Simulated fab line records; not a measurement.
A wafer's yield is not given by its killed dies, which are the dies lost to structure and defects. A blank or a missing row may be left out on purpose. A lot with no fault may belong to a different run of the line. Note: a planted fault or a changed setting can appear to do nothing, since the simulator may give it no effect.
fab line records | flow berkeleyCmos170
record lots=6 | wafers=18 | lastDay=9
route steps=331 shown ZERO@6 NWELL@14
lots that met no fault: from a run of the same line without faults
startH: the number of hours between the record's first day and the start of the first shown wafer of the lot | waitH: time in hours since the lot's previous step | " identical to the entry in the row above | L1.1+2: a row that stands for several wafers | - value missing, or start not given | * or withheld: withheld | < > ~ a bound
route shown NAME@n: a module of which the file shows steps, and the number in the route of the first | usual: average and standard deviation across the fault-free wafers | same: alike in all rows | chamber/n: place in a boat | sites: per-site readings | _std_site: standard deviation of those values | _edge_site: mean of outer sites minus mean of inner sites | radiusMm: how far each site lies from the wafer's centre | mask NAME#n: copy n | behind: the most recent tool/chamber to have shaped the wafer | hold: cause of the lot's hold/its duration in hours/its outcome | device: which transistor (n, p or np) failed to switch | end of line: the same wafers' tests at the end of the route | for a step that has no rows: nothing shown but its recipe | killed: not the wafer's yield, but the dies lost to structure and defects at the first sort | map: the dies of a wafer, with x for killed, . for not killed, _ for no die there
set.NAME: the run value of the setting; set.NAME@STEP: its run value at that earlier step | model.NAME: the simulator's own value behind a step, which no gauge read
lots seen at some steps along the route; tables by step, rows by wafer
services: the hour from which a tool's chamber was out of use, counted from the record's first day as startH (under 0 if before that day), plus the number of hours and why
## steps
# step UCB170_ZERO_HMDS_00
# recipe primeTimeS=60 | primeTempC=100
# step UCB170_ZERO_COAT_01
# recipe resist=KrF | spinRpm=1500 | resistThkNm=900
# step UCB170_ZERO_SOFTBAKE_02
# recipe resist=KrF | tempC=130 | timeS=60
# step UCB170_ZERO_EXPOSE_03
# recipe maskId=PM_MARKS | na=0.5 | sigmaOuter=0.6 | sourceShape=conventional | targetCdNm=4000 | doseMj=30
# step UCB170_ZERO_PEB_04
# recipe pebTempC=130 | pebTimeS=withheld | resist=KrF
# step UCB170_ZERO_DEVELOP_05
# recipe developer=TMAH | developTimeS=45 | resist=KrF | devTempC=21
# step UCB170_ZERO_ETCH_06
# recipe chemistry=CHF3/CF4/Ar | target=SiO2 | timeS=12 | pressureMtorr=100 | rfW=500 | CHF3_flow_sccm=50 | cf4FlowSccm=10 | Ar_flow_sccm=120 | overEtchFrac=1.58
# usual CHF3_flow_sccm=49.98/0.15 | cf4FlowSccm=9.996/0.03 | drypumpMotorCurrentA=5.8/0.4 | oesProductAu=0.615/0.011 | throttleValvePct=9.20/0.14
lot.wafer | tool       | chamber | startH | waitH | CHF3_flow_sccm | cf4FlowSccm | drypumpMotorCurrentA | oesProductAu | rfHoursCounterH | throttleValvePct
L171.3    | rieDiel-04 | 0       | 19.77  | -     | 50.04          | 9.974       | 6.2                  | 0.616        | 16              | 9.14
L171.5    | "          | 0       | "      | "     | 50.10          | 9.988       | 6.2                  | 0.616        | -               | 9.15
L171.6    | "          | 3       | "      | "     | 49.92          | 9.986       | 6.3                  | 0.626        | -               | 9.23
L177.3    | rieDiel-04 | 2       | 46.53  | -     | 50.06          | 9.989       | 5.8                  | 0.625        | 129             | 9.43
L177.4    | "          | 3       | "      | "     | 50.32          | 10.016      | 6.3                  | 0.624        | 81              | 9.22
L177.6    | "          | 3       | "      | "     | 50.23          | 10.017      | 6.3                  | 0.623        | -               | 9.23
L179.2    | rieDiel-03 | 1       | 59.09  | -     | 50.05          | 9.973       | 5.9                  | 0.604        | 149             | 9.41
L179.5    | "          | 0       | "      | "     | 50.21          | 9.939       | 5.1                  | 0.616        | -               | 9.14
L179.6    | "          | 1       | "      | "     | 49.90          | 9.971       | 5.9                  | 0.596        | -               | 9.41
L183.1    | rieDiel-04 | 3       | 78.11  | -     | 49.94          | 9.946       | 6.3                  | 0.617        | 82              | 9.22
L183.4    | "          | 2       | "      | "     | 49.82          | 9.977       | 5.8                  | 0.620        | 130             | 9.42
L183.5    | "          | 1       | "      | "     | 49.97          | 10.002      | 5.7                  | 0.616        | -               | 9.25
L184.4    | rieDiel-03 | 1       | 84.77  | -     | 50.10          | 9.957       | 5.9                  | 0.609        | 150             | 9.43
L184.5    | "          | 3       | "      | "     | 50.10          | 9.977       | 4.8                  | 0.612        | -               | 9.17
L184.6    | "          | 2       | "      | "     | 49.89          | 10.091      | 6.2                  | 0.619        | -               | 9.37
L191.2    | rieDiel-02 | 3       | 119.52 | -     | 50.04          | 9.986       | 5.8                  | 0.628        | 108             | 9.31
L191.3    | "          | 0       | "      | "     | 49.94          | 9.962       | 5.7                  | 0.631        | 3               | 9.10
L191.6    | "          | 3       | "      | "     | 49.93          | 9.952       | 5.8                  | 0.633        | -               | 9.31
# step UCB170_ZERO_STRIP_07
# recipe chemistry=O2 | powerW=400 | pressureMtorr=3500 | platenTempC=withheld | o2FlowSccm=400 | overashFraction=0.5
# usual drypumpMotorCurrentA=5.64/0.24 | oesProductAu=0.728/0.0046 | stripTimeToEndpointS=21.52/0.061
lot.wafer | tool           | chamber | startH | waitH | drypumpMotorCurrentA | oesProductAu | rfHoursCounterH | stripTimeToEndpointS
L171.3    | plasmaAsher-01 | 1       | 19.83  | 0.0   | 5.61                 | 0.733        | -               | 21.47
L171.5    | "              | 0       | "      | "     | 5.62                 | 0.731        | -               | 21.52
L171.6    | "              | 1       | "      | "     | 5.61                 | 0.726        | -               | 21.53
L177.3    | plasmaAsher-03 | 1       | 46.59  | 0.0   | 5.54                 | 0.720        | -               | 21.61
L177.4    | "              | 0       | "      | "     | 5.62                 | 0.725        | -               | 21.56
L177.6    | "              | 0       | "      | "     | 5.60                 | 0.730        | -               | 21.56
L179.2    | plasmaAsher-03 | 1       | 59.11  | 0.0   | 5.58                 | 0.724        | 28              | 21.56
L179.5    | "              | 1       | "      | "     | 5.54                 | 0.727        | -               | 21.50
L179.6    | "              | 0       | "      | "     | 5.60                 | 0.720        | -               | 21.47
L183.1    | plasmaAsher-03 | 1       | 78.13  | 0.0   | 5.56                 | 0.720        | 30              | 21.54
L183.4    | "              | 1       | "      | "     | 5.58                 | 0.722        | -               | 21.46
L183.5    | "              | 1       | "      | "     | 5.55                 | 0.731        | -               | 21.53
L184.4    | plasmaAsher-01 | 1       | 84.83  | 0.0   | 5.63                 | 0.721        | -               | 21.52
L184.5    | "              | 1       | "      | "     | 5.62                 | 0.728        | -               | 21.50
L184.6    | "              | 0       | "      | "     | 5.64                 | 0.735        | -               | 21.50
L191.2    | plasmaAsher-01 | 0       | 119.55 | 0.0   | 5.65                 | 0.725        | 0               | 21.57
L191.3    | "              | 1       | "      | "     | 5.56                 | 0.722        | -               | 21.51
L191.6    | "              | 0       | "      | "     | 5.64                 | 0.723        | -               | 21.54
# step UCB170_NWELL_WET_ETCH_00
# recipe chemistry=dHF | dilution=25:1 | target=SiO2 | tempC=25 | timeS=200
# step UCB170_NWELL_OXIDATION_01
# recipe tempC=1000 | ambient=O2 | targetThkA=264 | oxTimeS=1260
# step UCB170_NWELL_THK_MEAS_02
# recipe reads=SiO2_of_NWELL_OXIDATION_01
# usual NWELL_OXIDE_THK=26.2/0.49
lot.wafer | tool         | chamber | startH | waitH | NWELL_OXIDE_THK[nm]
L171.3    | filmMetro-03 | -       | 25.17  | 0.0   | 25.7
L171.5    | "            | -       | "      | "     | 26.1
L171.6    | "            | -       | "      | "     | 26.0
L177.3    | filmMetro-02 | -       | 48.64  | 0.0   | 26.0
L177.4    | "            | -       | "      | "     | 26.0
L177.6    | "            | -       | "      | "     | 26.0
L179.2    | filmMetro-03 | -       | 61.71  | 0.0   | 26.1
L179.5    | "            | -       | "      | "     | 26.4
L179.6    | "            | -       | "      | "     | 26.3
L183.1    | filmMetro-02 | -       | 84.50  | 0.0   | 25.3
L183.4    | "            | -       | "      | "     | 25.6
L183.5    | "            | -       | "      | "     | 25.4
L184.4    | filmMetro-04 | -       | 88.80  | 0.0   | 24.9
L184.5    | "            | -       | "      | "     | 25.9
L184.6    | "            | -       | "      | "     | 25.4
L191.2    | filmMetro-04 | -       | 123.90 | 0.0   | 26.3
L191.3    | "            | -       | "      | "     | 25.9
L191.6    | "            | -       | "      | "     | 26.5
# step UCB170_NWELL_ANNEAL_03
# recipe tempC=1000 | timeS=900 | ambient=N2
# step UCB170_NWELL_CVD_04
# recipe material=Si3N4 | targetThkNm=224 | tempC=800 | precursor=SiH2Cl2/NH3 | timeS=3360 | pressureMtorr=200 | sih2cl2FlowSccm=25 | nh3FlowSccm=75
# usual spikeTcSourceC=822.5/2
lot.wafer | tool     | chamber | startH | waitH | spikeTcSourceC
L171.3    | lpcvd-02 | 1       | 32.41  | 1.7   | 826.3
L171.5    | "        | 1       | "      | "     | 823.5
L171.6    | "        | 1       | "      | "     | 824.9
L177.3    | lpcvd-01 | 0       | 52.62  | 0.0   | 822.4
L177.4    | "        | 0       | "      | "     | 823.5
L177.6    | "        | 0       | "      | "     | 823.4
L179.2    | lpcvd-01 | 0       | 65.54  | 0.0   | 824.9
L179.5    | "        | 0       | "      | "     | 821.5
L179.6    | "        | 0       | "      | "     | 821.8
L183.1    | lpcvd-02 | 0       | 87.42  | 0.0   | 820.8
L183.4    | "        | 0       | "      | "     | 821.5
L183.5    | "        | 0       | "      | "     | 823.8
L184.4    | lpcvd-01 | 1       | 91.35  | 0.0   | 820.6
L184.5    | "        | 1       | "      | "     | 818.7
L184.6    | "        | 1       | "      | "     | 820.2
L184.4    | lpcvd-01 | 1       | 93.94  | 0.7   | 822.6
L184.5    | "        | 1       | "      | "     | 822.0
L184.6    | "        | 1       | "      | "     | 820.4
L191.2    | lpcvd-02 | 1       | 126.31 | 0.0   | 826.2
L191.3    | "        | 1       | "      | "     | 826.8
L191.6    | "        | 1       | "      | "     | 824.7
L191.2    | lpcvd-01 | 1       | 129.79 | 1.5   | 821.9
L191.3    | "        | 1       | "      | "     | 823.8
L191.6    | "        | 1       | "      | "     | 820.4
# step UCB170_NWELL_THK_MEAS_05
# recipe reads=Si3N4_of_NWELL_CVD_04
# usual NWELL_NITRIDE_THK=223.7/1.9
lot.wafer | tool         | chamber | startH | waitH | NWELL_NITRIDE_THK[nm]
L171.3    | filmMetro-04 | -       | 34.36  | 0.0   | 225.6
L171.5    | "            | -       | "      | "     | 225.8
L171.6    | "            | -       | "      | "     | 225.3
L177.3    | filmMetro-03 | -       | 54.61  | 0.1   | 223.8
L177.4    | "            | -       | "      | "     | 221.4
L177.6    | "            | -       | "      | "     | 224.0
L179.2    | filmMetro-02 | -       | 67.48  | 0.0   | 224.8
L179.5    | "            | -       | "      | "     | 224.6
L179.6    | "            | -       | "      | "     | 223.6
L183.1    | filmMetro-04 | -       | 89.35  | 0.0   | 224.8
L183.4    | "            | -       | "      | "     | 226.0
L183.5    | "            | -       | "      | "     | 224.8
L184.4    | filmMetro-02 | -       | 95.90  | 0.0   | 450.7
L184.5    | "            | -       | "      | "     | 450.8
L184.6    | "            | -       | "      | "     | 450.4
L191.2    | filmMetro-02 | -       | 131.77 | 0.0   | 442.6
L191.3    | "            | -       | "      | "     | 442.7
L191.6    | "            | -       | "      | "     | 444.0
# step UCB170_NWELL_HMDS_06
# recipe primeTimeS=60 | primeTempC=100
# step UCB170_NWELL_COAT_07
# recipe resist=KrF | spinRpm=1500 | resistThkNm=900
# step UCB170_NWELL_SOFTBAKE_08
# recipe resist=KrF | tempC=130 | timeS=60
# step UCB170_NWELL_EXPOSE_09
# recipe maskId=NWELL | targetCdNm=3000 | na=0.5 | sigmaOuter=0.6 | sourceShape=conventional | doseMj=25
# step UCB170_NWELL_PEB_10
# recipe pebTempC=130 | pebTimeS=withheld | resist=KrF
# step UCB170_NWELL_DEVELOP_11
# recipe developer=TMAH | developTimeS=45 | resist=KrF | devTempC=21
# step UCB170_NWELL_OVL_MEAS_12
# usual NWELL_OVL=2/5.3
lot.wafer | tool       | chamber | startH | waitH | NWELL_OVL[nm]
L171.3    | overlay-02 | -       | 35.26  | -     | 6
L171.5    | "          | -       | "      | "     | 18
L171.6    | "          | -       | "      | "     | 12
L177.3    | overlay-01 | -       | 55.82  | -     | -2
L177.4    | "          | -       | "      | "     | 3
L177.6    | "          | -       | "      | "     | -1
L179.2    | overlay-01 | -       | 68.75  | -     | -1
L179.5    | "          | -       | "      | "     | 2
L179.6    | "          | -       | "      | "     | -3
L183.1    | overlay-02 | -       | 91.20  | -     | 1
L183.4    | "          | -       | "      | "     | 5
L183.5    | "          | -       | "      | "     | -2
L184.4    | overlay-01 | -       | 97.19  | -     | 4
L184.5    | "          | -       | "      | "     | -4
L184.6    | "          | -       | "      | "     | -1
L191.2    | overlay-01 | -       | 132.74 | -     | -1
L191.3    | "          | -       | "      | "     | 4
L191.6    | "          | -       | "      | "     | 4
# step UCB170_NWELL_ETCH_13
# recipe chemistry=CH3F/Ar/O2 | target=Si3N4 | stopOn=SiO2 | CH3F_flow_sccm=20 | Ar_flow_sccm=50 | O2_flow_sccm=7 | pressureMtorr=50 | rfW=450 | targetDepthA=2464 | overEtchFrac=0.1 | timeS=154
# usual drypumpMotorCurrentA=5.6/0.57 | oesProductAu=0.937/0.015 | throttleValvePct=8.02/0.13
lot.wafer | tool       | chamber | startH | waitH | drypumpMotorCurrentA | oesProductAu | rfHoursCounterH | throttleValvePct | model.etch.depthNm
L171.3    | rieDiel-01 | 1       | 35.28  | 0.0   | 6.7                  | 0.951        | 1               | 7.93             | 225.4
L171.5    | "          | 1       | "      | "     | 6.7                  | 0.952        | -               | 7.93             | 225.5
L171.6    | "          | 0       | "      | "     | 5.2                  | 0.932        | -               | 7.94             | 225.2
L177.3    | rieDiel-01 | 3       | 55.85  | 0.0   | 5.2                  | 0.953        | 10              | 8.16             | 223.7
L177.4    | "          | 0       | "      | "     | 5.3                  | 0.928        | 15              | 7.95             | 221.4
L177.6    | "          | 3       | "      | "     | 5.2                  | 0.956        | -               | 8.14             | 224.1
L179.2    | rieDiel-03 | 3       | 68.78  | 0.0   | 4.8                  | 0.926        | 68              | 7.98             | 224.8
L179.5    | "          | 0       | "      | "     | 5.1                  | 0.935        | -               | 7.97             | 224.6
L179.6    | "          | 3       | "      | "     | 4.8                  | 0.924        | -               | 8.00             | 223.8
L183.1    | rieDiel-01 | 2       | 91.24  | 0.0   | 5.3                  | 0.944        | 70              | 7.93             | 225.1
L183.4    | "          | 3       | "      | "     | 5.2                  | 0.960        | 11              | 8.16             | 226.1
L183.5    | "          | 1       | "      | "     | 6.7                  | 0.946        | -               | 7.92             | 224.8
L184.4    | rieDiel-01 | 2       | 97.21  | 0.0   | 5.3                  | 0.996        | 70              | 7.94             | 246.1
L184.5    | "          | 2       | "      | "     | 5.3                  | 0.993        | -               | 7.95             | 245.6
L184.6    | "          | 3       | "      | "     | 5.1                  | 1.017        | -               | 8.15             | 243.3
L191.2    | rieDiel-02 | 3       | 132.77 | 0.0   | 5.8                  | 1.027        | 108             | 8.12             | 245.5
L191.3    | "          | 3       | "      | "     | 5.8                  | 1.009        | -               | 8.11             | 244.3
L191.6    | "          | 1       | "      | "     | 5.6                  | 0.967        | -               | 7.79             | 244.4
# step UCB170_NWELL_IMPLANT_14
# recipe species=P | doseCm2=1e+13 | energyKev=150 | tiltDeg=7
## services
tool           | chamber | startH | hours | kind
rieDiel-03     | 3       | 1.06   | 15.3  | repair
lpcvd-01       | -       | 1.37   | 1.9   | repair
rieDiel-02     | 3       | 16.29  | 4.5   | repair
rieDiel-04     | -       | 17.56  | 0.2   | repair
rieDiel-04     | 1       | 23.85  | 8.2   | repair
rieDiel-04     | 0       | 29.71  | 9.6   | repair
rieDiel-02     | 1       | 31.33  | -     | clean
rieDiel-02     | 1       | 31.33  | 17.5  | scheduledDown
rieDiel-02     | 1       | 31.33  | 17.5  | ventCycle
rieDiel-03     | 3       | 37.43  | 23.6  | repair
rieDiel-02     | 0       | 48.83  | -     | clean
rieDiel-02     | 0       | 48.83  | 16.3  | scheduledDown
rieDiel-02     | 0       | 48.83  | 16.3  | ventCycle
lpcvd-01       | -       | 60.42  | 2.8   | pm
rieDiel-04     | -       | 62.82  | 0.6   | repair
plasmaAsher-01 | -       | 108.75 | 9.0   | pm
plasmaAsher-01 | 0       | 108.75 | 9.0   | ventCycle
plasmaAsher-01 | 1       | 108.75 | 9.0   | ventCycle
plasmaAsher-01 | 0       | 117.75 | -     | clean
plasmaAsher-01 | 1       | 117.75 | -     | clean
rieDiel-02     | 0       | 119.95 | 15.3  | repair
rieDiel-02     | 2       | 127.36 | 4.1   | repair
rieDiel-03     | 0       | 128.71 | 12.0  | repair
## key
firstSign step=UCB170_NWELL_CVD_04 | reading=visit | direction=added
effect step=UCB170_NWELL_THK_MEAS_05 | reading=NWELL_NITRIDE_THK | direction=up | sigmas=99+ | usual=223.7 | struck=446.9
effect step=UCB170_NWELL_ETCH_13 | reading=oesProductAu | direction=up | sigmas=4.4 | usual=0.937 | struck=1.002
modelEffect step=UCB170_NWELL_ETCH_13 | value=etch.depthNm | without=222.5 | struck=244.9
metAt UCB170_NWELL_CVD_04
struckWafers L184.4,L184.5,L184.6,L191.2,L191.3,L191.6
laterRowsLeftOut L184.4,L184.5,L184.6,L191.2,L191.3,L191.6
sortLeftOut L184.4,L184.5,L184.6,L191.2,L191.3,L191.6
testerLeftOut L184,L191
fault kind=repeatedStepWhole | tool=lpcvd-01,lpcvd-02 | chamber=- | onsetH=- | steps=UCB170_NWELL_CVD_04 | times=1 | scope=struckLotsOnly
# testerLeftOut: of these lots the tester's yield and bins aren't shown, on N5 and GAA mostly nor the transistor test; their killed dies are dies lost to structure and defects alone, not to doping, threshold or leakage, so they don't give the yield
# sortLeftOut: the simulated sort isn't trusted on such a fault, so these wafers' sort isn't shown, and their yield isn't known
# laterRowsLeftOut: the simulator's readings of these wafers behind a module that went badly wrong aren't trusted and aren't shown, but for the sort
